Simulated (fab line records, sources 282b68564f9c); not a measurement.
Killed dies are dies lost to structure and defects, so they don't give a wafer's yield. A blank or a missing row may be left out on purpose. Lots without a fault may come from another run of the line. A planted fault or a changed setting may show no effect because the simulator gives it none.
fab line records | flow rit_cmos
record lots=14 wafers=42 last_day=8
route steps=202 shown SILICIDE@166 M1@202
lots that met no fault: from a run of the same line without faults
start_h: hours from the record's first day to the start of the lot's first wafer shown | wait_h: hours since the lot's step before | " the same as in the row above | L1.1+2: a row that stands for several wafers | - no value, or no start given | * or withheld: withheld | < > ~ a bound
route shown NAME@n: a module of which the file shows steps, and the number in the route of the first | usual: mean/standard deviation of fault-free wafers | same: alike in all rows | chamber/n: place in a boat | sites: the reading at each site | _std_site: their standard deviation | _edge_site: outer sites' mean less inner sites' | radius_mm: how far each site lies from the wafer's centre | mask NAME#n: copy n | behind: the tool/chamber that last shaped the wafer | hold: why the lot was held/for how many hours/how that ended | device: the transistor (n, p or np) that didn't switch | end of line: the same wafers' tests at the end of the route | a step without rows: its recipe alone | killed: dies lost to structure and defects at the first sort, not the wafer's yield | map: a wafer's dies, x killed, . not, _ none there
set.NAME: the setting as run; set.NAME@STEP: as run at that earlier step | model.NAME: the simulator's own value behind a step, which no gauge read
steps of the route over a sample of lots; a table a step, a row a wafer
## steps
# step RIT_SILICIDE_WET_ETCH_05
# recipe chemistry=SPM target=Ti temp_c=90 time_s=120 dry=n2_spin
# usual run_length_s=148/3.1
# columns lot.wafer tool chamber start_h wait_h run_length_s
L438.2 wet_bench-02 1 57.37 0.1 145
L438.5 " 1 " " 145
L438.6 " 1 " " 145
L440.3 wet_bench-01 3 65.94 0.0 146
L440.5 " 3 " " 146
L440.6 " 3 " " 146
L439.1 wet_bench-03 1 66.69 0.1 146
L439.3 " 1 " " 146
L439.4 " 1 " " 146
L441.2 wet_bench-03 0 77.94 0.0 153
L441.5 " 0 " " 153
L441.6 " 0 " " 153
L442.3 wet_bench-01 3 84.36 0.0 146
L442.4 " 3 " " 146
L442.6 " 3 " " 146
L445.1 wet_bench-01 0 102.91 0.1 86
L445.2 " 0 " " 86
L445.3 " 0 " " 86
L450.3 wet_bench-03 2 119.97 0.0 145
L450.4 " 2 " " 145
L450.5 " 2 " " 145
L451.2 wet_bench-01 0 131.31 0.0 87
L451.3 " 0 " " 87
L451.5 " 0 " " 87
L453.2 wet_bench-02 1 143.82 0.0 152
L453.3 " 1 " " 152
L453.6 " 1 " " 152
L455.2 wet_bench-03 1 155.85 0.0 146
L455.3 " 1 " " 146
L455.6 " 1 " " 146
L458.1 wet_bench-03 2 163.62 0.1 152
L458.2 " 2 " " 152
L458.6 " 2 " " 152
L459.4 wet_bench-02 3 173.59 0.0 148
L459.5 " 3 " " 148
L459.6 " 3 " " 148
L460.2 wet_bench-02 1 178.31 0.0 144
L460.3 " 1 " " 144
L460.5 " 1 " " 144
L461.2 wet_bench-03 3 190.32 0.0 153
L461.3 " 3 " " 153
L461.5 " 3 " " 153
# step RIT_M1_PROBE_99
# usual killed_at_M0_to_M3=0.0/0.083 killed_at_contacts=0.0/0.16 killed_at_front_end=7/3.1 killed_dies=7/3.1 killed_open=3.6/2.2 killed_short=3.4/2.1
# same gross_dies=264 killed_at_M4_up=0 killed_at_back_side=0 killed_at_other=0
# columns lot.wafer tool chamber start_h wait_h killed_at_M0_to_M3 killed_at_contacts killed_at_front_end killed_dies killed_open killed_short
L442.3 prober-01 - 91.16 0.2 0 0 7 7 5 2
L442.4 prober-01 - 91.21 0.2 0 0 9 9 7 2
L442.6 prober-01 - 91.31 0.2 0 0 8 8 5 3
# killed by level:class
L442.3 SILICIDE:geometric_particle:open=3 GATE:geometric_particle:open=2 GATE:geometric_particle:short=1 SPACER:geometric_particle:short=1
L442.4 SILICIDE:geometric_particle:open=3 GATE:geometric_particle:open=2 FOX1:geometric_particle:short=1 FOX1:geometric_particle:open=1 FOX2:geometric_particle:open=1 SILICIDE:geometric_particle:short=1
L442.6 GATE:geometric_particle:open=2 GATE:geometric_particle:short=2 FOX1:geometric_particle:short=1 FOX2:geometric_particle:open=1 REOX:geometric_particle:open=1 SILICIDE:geometric_particle:open=1
## key
first_sign step=RIT_SILICIDE_WET_ETCH_05 reading=run_length_s direction=down sigmas=19 usual=* struck=*
effect none on later readings
met_at RIT_SILICIDE_WET_ETCH_05
struck_lots L445,L451
tester_left_out L445,L451
onset_between 84.36 102.91
fault kind=process_parameter_drift tool=wet_bench-01 chamber=- onset_h=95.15 steps=RIT_SILICIDE_WET_ETCH_05 channel=time_s offset=* shape=step end_h=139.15 acts_in=* stated=*
# tester_left_out: of these lots the tester's yield and bins aren't shown, on N5 and GAA mostly nor the transistor test; their killed dies are dies lost to structure and defects alone, not to doping, threshold or leakage, so they don't give the yield
